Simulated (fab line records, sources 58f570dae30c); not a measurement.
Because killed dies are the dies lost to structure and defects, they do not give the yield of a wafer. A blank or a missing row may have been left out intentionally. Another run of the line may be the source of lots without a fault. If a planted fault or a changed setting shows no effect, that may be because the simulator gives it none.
One fault through the eyes of 2 desks / flow berkeley-cmos170 / what lay behind the numbers comes last; until then each desk has only its own

== TOOL OWNER'S DESK, rtp-anneal-02 ==
The tool's own readings at UCB170_SDANNEAL_RTA_01 (time 5 s): means of the sampled wafers that have a number, for each lot that ran on this tool. If a lot's mean is further than 4 standard deviations from the usual mean, the lot is out of limits and carries the mark OUT (the distance appears in the brackets).
Columns: A = lamp-power-pct at UCB170_SDANNEAL_RTA_01, usual 44 %; B = wafer_temp_C_max at UCB170_SDANNEAL_RTA_01, usual 1054.5
lot=L965; first seen here=day 8 02:46; A=46; B=1055.1
lot=L964; first seen here=day 8 03:20; A=46; B=1055.3
lot=L967; first seen here=day 8 11:36; A=46; B=1055.7
lot=L969; first seen here=day 9 05:44; A=46; B=1055.7
lot=L971; first seen here=day 9 10:00; A=46; B=1056.0
lot=L970; first seen here=day 9 10:27; A=46; B=1056.0
lot=L972; first seen here=day 9 10:52; A=46; B=1054.7
lot=L975; first seen here=day 9 20:40; A=49; B=1080.2 (+20) OUT
lot=L973; first seen here=day 9 23:49; A=49; B=1079.6 (+19) OUT
lot=L987; first seen here=day 12 15:10; A=46; B=1055.1
Finding of this desk: L973, L975 out of limits; the first was L975 at day 9 20:40, on wafer_temp_C_max at UCB170_SDANNEAL_RTA_01. L965, L964, L967, L969, L971, L970, L972, L987: within limits.

== METROLOGY DESK ==
Lot by lot, what the gauges showed, no matter which tool ran the lot: averages of those sampled wafers that carry a number. If a lot's mean is further than 4 standard deviations from the usual mean, the lot is out of limits and carries the mark OUT (the distance appears in the brackets).
Columns: A = SPACER_TEOS_THK at UCB170_SPACER_THK_MEAS_01, usual 378 nm; B = NSD_TW at UCB170_NSD_TW_MEAS_10, usual 4169; C = PSD_RS at UCB170_SDANNEAL_RS_MEAS_02, usual 75.61 ohm/sq; D = NSD_RS at UCB170_SDANNEAL_RS_MEAS_03, usual 37.26 ohm/sq; E = PLDD_RS at UCB170_SDANNEAL_RS_MEAS_04, usual 1030.9 ohm/sq
lot=L964; first seen here=day 7 11:25; A=379; B=4206; C=75.57; D=37.35; E=1029.5
lot=L965; first seen here=day 7 11:50; A=373; B=4219; C=74.99; D=37.15; E=1033.6
lot=L967; first seen here=day 8 00:28; A=376; B=4210; C=75.52; D=37.20; E=1026.7
lot=L968; first seen here=day 8 01:47; A=379; B=4196; C=75.71; D=37.30; E=1029.5
lot=L969; first seen here=day 8 15:28; A=375; B=4143; C=75.83; D=37.12; E=1030.9
lot=L972; first seen here=day 8 21:31; A=372; B=4146; C=75.61; D=37.32; E=1030.0
lot=L970; first seen here=day 8 23:35; A=378; B=4153; C=75.50; D=37.22; E=1027.4
lot=L971; first seen here=day 8 23:36; A=379; B=4154; C=75.65; D=37.28; E=1035.4
lot=L975; first seen here=day 9 10:41; A=373; B=4139; C=65.53 (-34) OUT; D=35.72 (-19) OUT; E=1008.4 (-8.3) OUT
lot=L973; first seen here=day 9 11:18; A=385; B=4252; C=65.50 (-34) OUT; D=35.64 (-19) OUT; E=1013.3 (-6.5) OUT
lot=L974; first seen here=day 9 11:29; A=381; B=4156; C=75.16; D=37.21; E=1029.0
lot=L978; first seen here=day 10 07:49; A=376; B=4215; C=76.19; D=37.25; E=1032.0
lot=L985; first seen here=day 11 16:11; A=378; B=4184; C=75.68; D=37.32; E=1029.2
lot=L987; first seen here=day 11 23:47; A=383; B=4179; C=75.44; D=37.24; E=1029.3
This desk reports L973, L975 out of limits; the earliest was L975 at day 9 20:43 (PSD_RS at UCB170_SDANNEAL_RS_MEAS_02). L964, L965, L967, L968, L969, L972, L970, L971, L974, L978, L985, L987: within limits.

== BROUGHT TOGETHER ==
The tool owner's desk could have raised an alarm at day 9 20:40, on L973, L975.
Metrology desk: alarm possible at day 9 20:43 on L973, L975.
Of the lots named, all ran UCB170_SDANNEAL_RTA_01 on rtp-anneal-02.

== WHAT WAS PUT IN BY THE SIMULATOR ==
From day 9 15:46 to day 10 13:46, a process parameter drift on rtp-anneal-02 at UCB170_SDANNEAL_RTA_01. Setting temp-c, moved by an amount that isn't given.
Struck lots among those shown: L973, L975.
Time in hours from fault onset to the first out-of-limits reading at each desk: tool owner's desk 5, metrology desk 5.
